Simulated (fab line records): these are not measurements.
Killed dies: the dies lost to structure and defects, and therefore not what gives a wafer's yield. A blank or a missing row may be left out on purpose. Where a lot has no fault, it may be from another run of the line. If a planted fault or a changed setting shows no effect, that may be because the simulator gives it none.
fab line records -- flow rit_cmos
[record] lots = 13, wafers = 38, last_day = 7
route steps=202 shown NWELL@37 SILICIDE@167 CONTACT@173 M1@198
lots that met no fault: from a run of the same line without faults
start_h: hours from the record's first day to the start of the lot's first wafer shown -- wait_h: hours from the lot's prior step to this one -- " same as the row above -- L1.1+2: a single row standing in for several wafers -- - no value, or no start given -- * or withheld: withheld -- < > ~ a bound
route shown NAME@n: NAME is a module with steps in the file, n the number in the route of the first one -- usual: mean and standard deviation over wafers with no fault -- same: alike in all rows -- chamber/n: place in a boat -- sites: per-site readings -- _std_site: standard deviation of those values -- _edge_site: mean of outer sites minus mean of inner sites -- radius_mm: how far each site lies from the wafer's centre -- mask NAME#n: copy n -- behind: the most recent tool/chamber to have shaped the wafer -- hold: why the lot went on hold/how many hours it stayed there/how the hold came to an end -- device: the transistor (n, p or np) that didn't switch -- end of line: the route-end tests of the same wafers -- where a step has no rows: the recipe by itself -- killed: count of dies lost to structure and defects at first sort (not the wafer's yield) -- map: per-die view of a wafer (x killed, . not killed, _ where there is no die)
set.NAME: setting as actually run; set.NAME@STEP: the setting as run at that earlier step -- model.NAME: the simulator's own value behind a step, which no gauge read
the route's steps for a sample of lots (tables are steps, rows are wafers)
services: from which hour (start_h, from the record's first day; less than 0 if before it) a tool's chamber was out of use, for how many hours, and why
[[steps]]
[step RIT_NWELL_STRIP_09]
[recipe] chemistry = O2, time_s = 180, resist = NOVOLAK, platen_temp_c = withheld, power_w = 500, pressure_mtorr = 4000, o2_flow_sccm = 4000
[usual] drypump_motor_current_A = 5.6/0.33, o2_flow_sccm = 4000/11
lot.wafer,tool,chamber,start_h,wait_h,drypump_motor_current_A,o2_flow_sccm,rf_hours_counter_h
L811.4,plasma_asher-02,0,23.72,0.1,5.2,4019,-
L811.5,plasma_asher-02,0,23.72,0.1,5.2,4005,-
L811.6,plasma_asher-02,1,23.72,0.1,6.1,4014,-
L812.2,plasma_asher-02,0,31.55,0.1,5.2,4007,39
L812.5,plasma_asher-02,1,31.55,0.1,6.0,3989,-
L812.6,plasma_asher-02,0,31.55,0.1,5.1,4003,-
L815.1,plasma_asher-02,0,44.68,0.1,5.2,3998,41
L815.4,plasma_asher-02,0,44.68,0.1,5.2,4011,-
L815.5,plasma_asher-02,1,44.68,0.1,6.1,4010,-
L816.2,plasma_asher-02,1,49.01,0.1,6.0,3992,41
L816.3,plasma_asher-02,1,49.01,0.1,6.0,3998,-
L816.4,plasma_asher-02,0,49.01,0.1,5.2,4009,-
L817.2,plasma_asher-03,0,53.52,0.1,5.5,4004,39
L817.3,plasma_asher-03,0,53.52,0.1,5.5,4002,-
L817.5,plasma_asher-03,0,53.52,0.1,5.5,4024,-
L818.1,plasma_asher-01,1,57.02,0.1,5.5,3992,43
L818.2,plasma_asher-01,0,57.02,0.1,5.3,4004,43
L818.5,plasma_asher-01,1,57.02,0.1,5.5,4008,-
L820.2,plasma_asher-01,1,68.48,0.1,5.5,3996,44
L820.5,plasma_asher-01,0,68.48,0.1,5.3,4010,-
L820.6,plasma_asher-01,1,68.48,0.1,5.5,3983,-
L821.1,plasma_asher-01,0,74.34,0.1,5.3,3996,45
L821.3,plasma_asher-01,1,74.34,0.1,5.5,3995,-
L821.4,plasma_asher-01,0,74.34,0.1,5.3,3987,-
L823.3,plasma_asher-01,1,82.19,0.1,5.5,3999,-
L823.5,plasma_asher-01,0,82.19,0.1,5.3,4017,-
L825.3,plasma_asher-03,0,92.20,0.1,5.5,3994,-
L825.4,plasma_asher-03,1,92.20,0.1,6.0,4017,-
L825.5,plasma_asher-03,1,92.20,0.1,6.0,4025,-
L830.2,plasma_asher-01,0,118.36,0.1,5.3,4018,0
L830.4,plasma_asher-01,1,118.36,0.1,5.5,3986,-
L830.6,plasma_asher-01,0,118.36,0.1,5.3,4016,-
L832.2,plasma_asher-01,0,126.60,0.1,5.3,4003,1
L832.3,plasma_asher-01,1,126.60,0.1,5.5,3999,-
L832.6,plasma_asher-01,1,126.60,0.1,5.5,3985,-
L833.1,plasma_asher-01,0,133.09,0.1,5.3,4003,1
L833.4,plasma_asher-01,1,133.09,0.1,5.5,3986,-
L833.5,plasma_asher-01,0,133.09,0.1,5.3,3989,-
[step RIT_SILICIDE_RTA_06]
[recipe] temp_c = 750, time_s = 10, idle_temp_c = 25, ramp_up_s = 5, ramp_down_s = 10, cool_to_c = 25, ambient = N2
[usual] wafer_temp_C_max = 753.8/0.76
lot.wafer,tool,chamber,start_h,wait_h,wafer_temp_C_max
L811.4,rtp_anneal-01,0,58.42,0.0,754.6
L811.5,rtp_anneal-01,0,58.42,0.0,753.6
L811.6,rtp_anneal-01,0,58.42,0.0,754.1
L812.2,rtp_anneal-02,0,63.90,0.0,753.3
L812.5,rtp_anneal-02,0,63.90,0.0,753.6
L812.6,rtp_anneal-02,0,63.90,0.0,754.1
L815.1,rtp_anneal-01,0,79.08,0.0,754.6
L815.4,rtp_anneal-01,0,79.08,0.0,754.2
L815.5,rtp_anneal-01,0,79.08,0.0,754.1
L816.2,rtp_anneal-02,0,81.53,0.0,753.8
L816.3,rtp_anneal-02,0,81.53,0.0,753.9
L816.4,rtp_anneal-02,0,81.53,0.0,753.2
L817.2,rtp_anneal-01,0,85.99,0.0,753.3
L817.3,rtp_anneal-01,0,85.99,0.0,753.6
L817.5,rtp_anneal-01,0,85.99,0.0,753.7
L818.1,rtp_anneal-02,0,91.10,0.0,753.4
L818.2,rtp_anneal-02,0,91.10,0.0,754.8
L818.5,rtp_anneal-02,0,91.10,0.0,753.2
L820.2,rtp_anneal-02,0,103.50,0.0,753.9
L820.5,rtp_anneal-02,0,103.50,0.0,754.1
L820.6,rtp_anneal-02,0,103.50,0.0,753.6
L821.1,rtp_anneal-01,0,106.49,0.0,753.4
L821.3,rtp_anneal-01,0,106.49,0.0,753.5
L821.4,rtp_anneal-01,0,106.49,0.0,752.8
L823.3,rtp_anneal-01,0,115.79,0.0,755.7
L823.5,rtp_anneal-01,0,115.79,0.0,754.0
L825.3,rtp_anneal-01,0,125.86,0.0,754.2
L825.4,rtp_anneal-01,0,125.86,0.0,755.3
L825.5,rtp_anneal-01,0,125.86,0.0,752.7
L830.2,rtp_anneal-02,0,152.21,0.0,754.4
L830.4,rtp_anneal-02,0,152.21,0.0,753.0
L830.6,rtp_anneal-02,0,152.21,0.0,754.0
L832.2,rtp_anneal-02,0,159.15,0.0,754.1
L832.3,rtp_anneal-02,0,159.15,0.0,753.0
L832.6,rtp_anneal-02,0,159.15,0.0,754.5
L833.1,rtp_anneal-01,0,165.61,0.0,753.7
L833.4,rtp_anneal-01,0,165.61,0.0,752.4
L833.5,rtp_anneal-01,0,165.61,0.0,754.3
[step RIT_CONTACT_EXPOSE_05]
[recipe] mask_id = M11, na = 0.6, source_shape = conventional, sigma_outer = 0.5, target_cd_nm = 1000, dose_mj = 250
[usual] exposure_dose_mJ_cm2 = 249.87/0.27
lot.wafer,tool,chamber,start_h,wait_h,mask,exposure_dose_mJ_cm2
L811.4,iline_stepper-02,0,59.20,0.2,M11#0,249.39
L811.5,iline_stepper-02,0,59.20,0.2,M11#0,249.59
L811.6,iline_stepper-02,0,59.20,0.2,M11#0,249.75
L812.2,iline_stepper-01,0,64.66,0.2,M11#0,249.81
L812.5,iline_stepper-01,0,64.66,0.2,M11#0,249.89
L812.6,iline_stepper-01,0,64.66,0.2,M11#0,250.06
L815.1,iline_stepper-01,0,79.83,0.2,M11#0,249.84
L815.4,iline_stepper-01,0,79.83,0.2,M11#0,249.97
L815.5,iline_stepper-01,0,79.83,0.2,M11#0,249.80
L816.2,iline_stepper-01,0,82.16,0.1,M11#0,249.64
L816.3,iline_stepper-01,0,82.16,0.1,M11#0,250.01
L816.4,iline_stepper-01,0,82.16,0.1,M11#0,249.79
L817.2,iline_stepper-02,0,86.75,0.2,M11#0,249.90
L817.3,iline_stepper-02,0,86.75,0.2,M11#0,249.98
L817.5,iline_stepper-02,0,86.75,0.2,M11#0,249.67
L818.1,iline_stepper-02,0,91.73,0.1,M11#0,249.68
L818.2,iline_stepper-02,0,91.73,0.1,M11#0,249.79
L818.5,iline_stepper-02,0,91.73,0.1,M11#0,250.19
L820.2,iline_stepper-02,0,104.27,0.2,M11#0,249.53
L820.5,iline_stepper-02,0,104.27,0.2,M11#0,250.05
L820.6,iline_stepper-02,0,104.27,0.2,M11#0,249.70
L821.1,iline_stepper-01,0,107.24,0.2,M11#0,249.76
L821.3,iline_stepper-01,0,107.24,0.2,M11#0,249.66
L821.4,iline_stepper-01,0,107.24,0.2,M11#0,250.11
L823.3,iline_stepper-01,0,116.44,0.1,M11#0,248.75
L823.5,iline_stepper-01,0,116.44,0.1,M11#0,248.30
L825.3,iline_stepper-02,0,126.51,0.1,M11#0,249.82
L825.4,iline_stepper-02,0,126.51,0.1,M11#0,249.69
L825.5,iline_stepper-02,0,126.51,0.1,M11#0,249.59
L830.2,iline_stepper-02,0,152.97,0.2,M11#0,249.65
L830.4,iline_stepper-02,0,152.97,0.2,M11#0,250.09
L830.6,iline_stepper-02,0,152.97,0.2,M11#0,250.01
L832.2,iline_stepper-02,0,159.92,0.2,M11#0,250.25
L832.3,iline_stepper-02,0,159.92,0.2,M11#0,249.96
L832.6,iline_stepper-02,0,159.92,0.2,M11#0,250.38
L833.1,iline_stepper-02,0,166.24,0.1,M11#0,249.99
L833.4,iline_stepper-02,0,166.24,0.1,M11#0,249.71
L833.5,iline_stepper-02,0,166.24,0.1,M11#0,249.79
[step RIT_M1_STRIP_14]
[recipe] chemistry = O2, time_s = 180, platen_temp_c = withheld, power_w = 500, pressure_mtorr = 4000, o2_flow_sccm = 4000
[usual] drypump_motor_current_A = 5.6/0.35, o2_flow_sccm = 3999/12
lot.wafer,tool,chamber,start_h,wait_h,drypump_motor_current_A,o2_flow_sccm,rf_hours_counter_h
L811.4,plasma_asher-01,1,63.09,0.1,5.5,4022,-
L811.5,plasma_asher-01,0,63.09,0.1,5.3,3982,-
L811.6,plasma_asher-01,1,63.09,0.1,5.5,4009,-
L812.2,plasma_asher-02,1,68.93,0.0,6.0,4010,43
L812.5,plasma_asher-02,0,68.93,0.0,5.2,3998,-
L812.6,plasma_asher-02,1,68.93,0.0,6.0,4001,-
L815.1,plasma_asher-02,1,83.93,0.0,6.0,3987,45
L815.4,plasma_asher-02,0,83.93,0.0,5.1,4000,-
L815.5,plasma_asher-02,0,83.93,0.0,5.1,3988,-
L816.2,plasma_asher-02,1,86.12,0.0,6.0,4001,45
L816.3,plasma_asher-02,0,86.12,0.0,5.2,4012,-
L816.4,plasma_asher-02,1,86.12,0.0,6.0,3990,-
L817.2,plasma_asher-04,1,90.52,0.0,6.1,4017,30
L817.3,plasma_asher-04,0,90.52,0.0,5.6,4003,-
L817.5,plasma_asher-04,0,90.52,0.0,5.6,3986,-
L818.1,plasma_asher-01,0,95.50,0.0,5.3,4018,47
L818.2,plasma_asher-01,1,95.50,0.0,5.5,3987,47
L818.5,plasma_asher-01,0,95.50,0.0,5.3,4005,-
L820.2,plasma_asher-04,1,108.17,0.0,6.1,4010,32
L820.5,plasma_asher-04,0,108.17,0.0,5.6,3999,-
L820.6,plasma_asher-04,1,108.17,0.0,6.1,4009,-
L821.1,plasma_asher-02,1,111.16,0.0,6.0,3984,48
L821.3,plasma_asher-02,0,111.16,0.0,5.2,3988,-
L821.4,plasma_asher-02,1,111.16,0.0,6.0,3992,-
L823.3,plasma_asher-04,0,120.46,0.1,5.5,4010,-
L823.5,plasma_asher-04,1,120.46,0.1,6.1,4020,-
L825.3,plasma_asher-02,0,130.41,0.1,5.1,4005,-
L825.4,plasma_asher-02,1,130.41,0.1,6.0,4000,-
L825.5,plasma_asher-02,0,130.41,0.1,5.2,3989,-
L830.2,plasma_asher-01,1,157.18,0.0,5.5,3994,4
L830.4,plasma_asher-01,0,157.18,0.0,5.3,3989,-
L830.6,plasma_asher-01,1,157.18,0.0,5.5,3996,-
L832.2,plasma_asher-01,0,163.81,0.0,5.4,3989,5
L832.3,plasma_asher-01,1,163.81,0.0,5.5,3997,-
L832.6,plasma_asher-01,0,163.81,0.0,5.3,3977,-
L833.1,plasma_asher-04,1,170.12,0.0,6.1,4014,39
L833.4,plasma_asher-04,0,170.12,0.0,5.6,4006,-
L833.5,plasma_asher-04,1,170.12,0.0,6.1,4014,-
[step RIT_M1_PROBE_99]
[usual] killed_at_M0_to_M3 = 0.0/0.12, killed_at_contacts = 0.1/0.27, killed_at_front_end = 7/3.1, killed_dies = 7/3.1, killed_open = 3.3/2.1, killed_short = 3.5/2
[same] gross_dies = 264, killed_at_M4_up = 0, killed_at_back_side = 0, killed_at_other = 0
lot.wafer,tool,chamber,start_h,wait_h,killed_at_M0_to_M3,killed_at_contacts,killed_at_front_end,killed_dies,killed_open,killed_short
L815.1,prober-02,-,85.84,0.1,0,0,4,4,2,2
L815.4,prober-02,-,85.99,0.2,0,0,6,6,3,3
L815.5,prober-02,-,86.04,0.2,0,0,8,8,4,3
L818.1,prober-01,-,97.42,0.1,0,0,5,5,3,2
L818.2,prober-01,-,97.47,0.1,0,0,8,8,4,4
L818.5,prober-01,-,97.62,0.2,0,0,8,8,6,2
L820.2,prober-01,-,110.14,0.1,0,0,7,7,1,6
L820.5,prober-01,-,110.29,0.2,0,0,12,12,8,4
L820.6,prober-01,-,110.34,0.2,0,0,8,8,3,5
L821.1,prober-02,-,113.07,0.1,0,0,5,5,2,2
L821.3,prober-02,-,113.17,0.2,0,0,3,3,2,1
L821.4,prober-02,-,113.22,0.2,0,0,4,4,1,3
L830.2,prober-01,-,159.14,0.1,0,0,6,6,4,2
L830.4,prober-01,-,159.24,0.2,0,0,3,3,1,2
L830.6,prober-01,-,159.34,0.2,0,0,7,7,4,3
L832.2,prober-02,-,165.78,0.1,0,0,6,6,4,2
L832.3,prober-02,-,165.83,0.2,0,0,12,12,8,4
L832.6,prober-02,-,165.98,0.2,0,0,5,5,0,5
// killed by level:class
L815.1 FOX2:geometric_particle:short=1 FOX2:geometric_particle:open=1 GATE:geometric_particle:short=1 SILICIDE:geometric_particle:open=1
L815.4 GATE:geometric_particle:short=2 FOX2:geometric_particle:open=1 GATE:geometric_particle:open=1 REOX:geometric_particle:open=1 SILICIDE:geometric_particle:short=1
L815.5 GATE:geometric_particle:short=3 FOX2:geometric_particle:open=2 GATE:geometric_particle:open=1 SPACER:geometric_particle:open=1 NRETRO:coat_microbubble_printed=1
L818.1 GATE:geometric_particle:open=1 GATE:geometric_particle:short=1 REOX:geometric_particle:short=1 SPACER:geometric_particle:open=1 SILICIDE:geometric_particle:open=1
L818.2 GATE:geometric_particle:open=2 REOX:geometric_particle:short=2 FOX1:geometric_particle:open=1 FOX1:geometric_particle:short=1 FOX2:geometric_particle:short=1 REOX:geometric_particle:open=1
L818.5 SILICIDE:geometric_particle:open=3 REOX:geometric_particle:open=2 REOX:geometric_particle:short=1 SPACER:geometric_particle:short=1 SPACER:geometric_particle:open=1
L820.2 FOX2:geometric_particle:short=2 GATE:geometric_particle:short=2 SPACER:geometric_particle:short=2 REOX:geometric_particle:open=1
L820.5 FOX2:geometric_particle:short=2 FOX2:geometric_particle:open=2 SILICIDE:geometric_particle:open=2 FOX1:geometric_particle:open=1 GATE:geometric_particle:open=1 REOX:geometric_particle:open=1 SPACER:geometric_particle:open=1 SPACER:geometric_particle:short=1
L820.6 REOX:geometric_particle:short=2 FOX2:geometric_particle:open=1 FOX2:geometric_particle:short=1 GATE:geometric_particle:open=1 GATE:geometric_particle:short=1 SPACER:geometric_particle:short=1 SILICIDE:geometric_particle:open=1
L821.1 FOX2:geometric_particle:open=1 GATE:geometric_particle:short=1 REOX:geometric_particle:short=1 SILICIDE:geometric_particle:open=1 NRETRO:coat_microbubble_printed=1
L821.3 FOX1:geometric_particle:short=1 REOX:geometric_particle:open=1 SILICIDE:geometric_particle:open=1
L821.4 GATE:geometric_particle:short=2 GATE:geometric_particle:open=1 SPACER:geometric_particle:short=1
L830.2 FOX2:geometric_particle:open=2 FOX1:geometric_particle:open=1 FOX1:geometric_particle:short=1 REOX:geometric_particle:short=1 SILICIDE:geometric_particle:open=1
L830.4 GATE:geometric_particle:short=1 REOX:geometric_particle:open=1 SILICIDE:geometric_particle:short=1
L830.6 FOX1:geometric_particle:open=1 FOX1:geometric_particle:short=1 GATE:geometric_particle:open=1 REOX:geometric_particle:short=1 REOX:geometric_particle:open=1 SILICIDE:geometric_particle:open=1 SILICIDE:geometric_particle:short=1
L832.2 GATE:geometric_particle:short=2 SPACER:geometric_particle:open=2 FOX1:geometric_particle:open=1 GATE:geometric_particle:open=1
L832.3 GATE:geometric_particle:open=4 SPACER:geometric_particle:open=3 SPACER:geometric_particle:short=2 FOX1:geometric_particle:short=1 GATE:geometric_particle:short=1 SILICIDE:geometric_particle:open=1
L832.6 GATE:geometric_particle:short=4 FOX1:geometric_particle:short=1
[[services]]
tool,chamber,start_h,hours,kind
iline_stepper-02,-,43.19,4.4,pm
iline_stepper-02,0,70.03,-,calibration
iline_stepper-02,-,72.64,1.7,pm
plasma_asher-01,-,103.58,5.6,repair
iline_stepper-01,0,104.89,-,calibration
plasma_asher-01,-,109.20,9.0,pm
plasma_asher-01,0,109.20,9.0,vent_cycle
plasma_asher-01,1,109.20,9.0,vent_cycle
plasma_asher-01,0,118.20,-,clean
plasma_asher-01,1,118.20,-,clean
plasma_asher-02,-,128.81,0.6,repair
plasma_asher-03,-,131.59,4.5,repair
iline_stepper-01,-,135.43,2.4,repair
iline_stepper-01,-,137.80,1.7,pm
plasma_asher-03,-,163.29,0.5,repair
[[key]]
[first_sign] step = RIT_CONTACT_EXPOSE_05, reading = exposure_dose_mJ_cm2, direction = down, sigmas = 5, usual = 249.87, struck = 248.53
effect none on later readings
met_at RIT_CONTACT_EXPOSE_05
struck_lots L823
tester_left_out L823
[loop_trim] step = RIT_CONTACT_EXPOSE_05, setting = dose, lots = L823
not_acting_at RIT_NWELL_STRIP_09,RIT_SILICIDE_RTA_06,RIT_M1_STRIP_14
onset_between 107.24 116.44
[fault] kind = process_parameter_drift, tool = iline_stepper-01, chamber = -, onset_h = 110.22, steps = RIT_CONTACT_EXPOSE_05, channel = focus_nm, offset = 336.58, spread_by_wafer = 0.3, shape = step, end_h = 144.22
// tester_left_out: of these lots the tester's yield and bins aren't shown, on N5 and GAA mostly nor the transistor test; their killed dies are dies lost to structure and defects alone, not to doping, threshold or leakage, so they don't give the yield
// loop_trim: a control loop set the setting to another value than it would have without faults
